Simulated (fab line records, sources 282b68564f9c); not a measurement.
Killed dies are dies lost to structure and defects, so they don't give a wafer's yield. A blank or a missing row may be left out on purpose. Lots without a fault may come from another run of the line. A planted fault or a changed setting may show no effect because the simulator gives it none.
Problem report in the 8D (eight disciplines) form, filled by code | flow rit_cmos | the parts of the form that need people (team, actions taken, sign-off) are left out

1. THE PROBLEM
GATE_OXIDE_THK at RIT_GATE_THK_MEAS_07 reads a mean of 5.48 nm on 9 wafers of 3 lots; wafers without a fault read 3.04 nm with a standard deviation of 0.062. That is +39 standard deviations from the usual mean.
First seen on wafer L936.1, day 6 02:52, on film_metro-02. The record holds 21 wafers of 7 lots with a number at this step. Rule for "out", or "out of limits": more than 4 standard deviations from the usual mean. The other wafers with a number count as sound.

2. WHAT IT IS AND WHAT IT IS NOT
question                    | is                     | is not
which readings at this step | GATE_OXIDE_THK         | -
which lots                  | L936, L937, L938       | L920, L922, L941, L942
which wafers of those lots  | all that have a number | -
read on which gauges        | film_metro-02          | film_metro-01, film_metro-04
when                        | from day 6 02:52       | up to then (6 sound wafers); but 6 sound wafers of L941, L942 came after

3. SUSPECTS, AND WHAT RULES EACH OUT
Counting: a tool at a process step up to the reading stays a suspect if it ran every lot that is out and no sound lot after the first of them.
- the gauge at RIT_GATE_THK_MEAS_07: kept. All the wafers that are out were read on film_metro-02, and no step on other tools shows them out.
Left after counting: film_metro-02 at RIT_GATE_THK_MEAS_07.

4. THE CAUSE (what the simulator had put in)
Metrology matching offset: film_metro-02, from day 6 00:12 on, at RIT_GATE_THK_MEAS_07. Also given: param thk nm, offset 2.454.
Counting left only this tool.

5. THE CHAIN OF EFFECTS, in route order
Each row: a reading whose mean over the struck wafers that have a number lies more than 3 standard deviations from the usual. Only readings for which the record gives a usual standard deviation are gone through. hours: the time from each lot's start at the first step in this table that gives one to its start at this step, as a median over the lots. sigmas: the change in usual standard deviations.
hours | step                 | reading        | usual   | on struck wafers | change | sigmas
0     | RIT_GATE_THK_MEAS_07 | GATE_OXIDE_THK | 3.04 nm | 5.48             | +2.44  | +39
Later measuring or inspecting steps at which every struck wafer that the step has a row for has a number for every such reading, and none has moved that far: RIT_GATE_THK_MEAS_09, RIT_GATE_CD_MEAS_16, RIT_GATE_OVL_MEAS_17, RIT_GATE_CD_MEAS_90, RIT_REOX_THK_MEAS_04, RIT_NLDD_OVL_MEAS_06.

6. WHAT WOULD HAVE CAUGHT IT SOONER
In this record the first reading out of limits at a measuring or inspecting step was taken at day 6 02:52, 3 hours after the fault began at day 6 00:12.
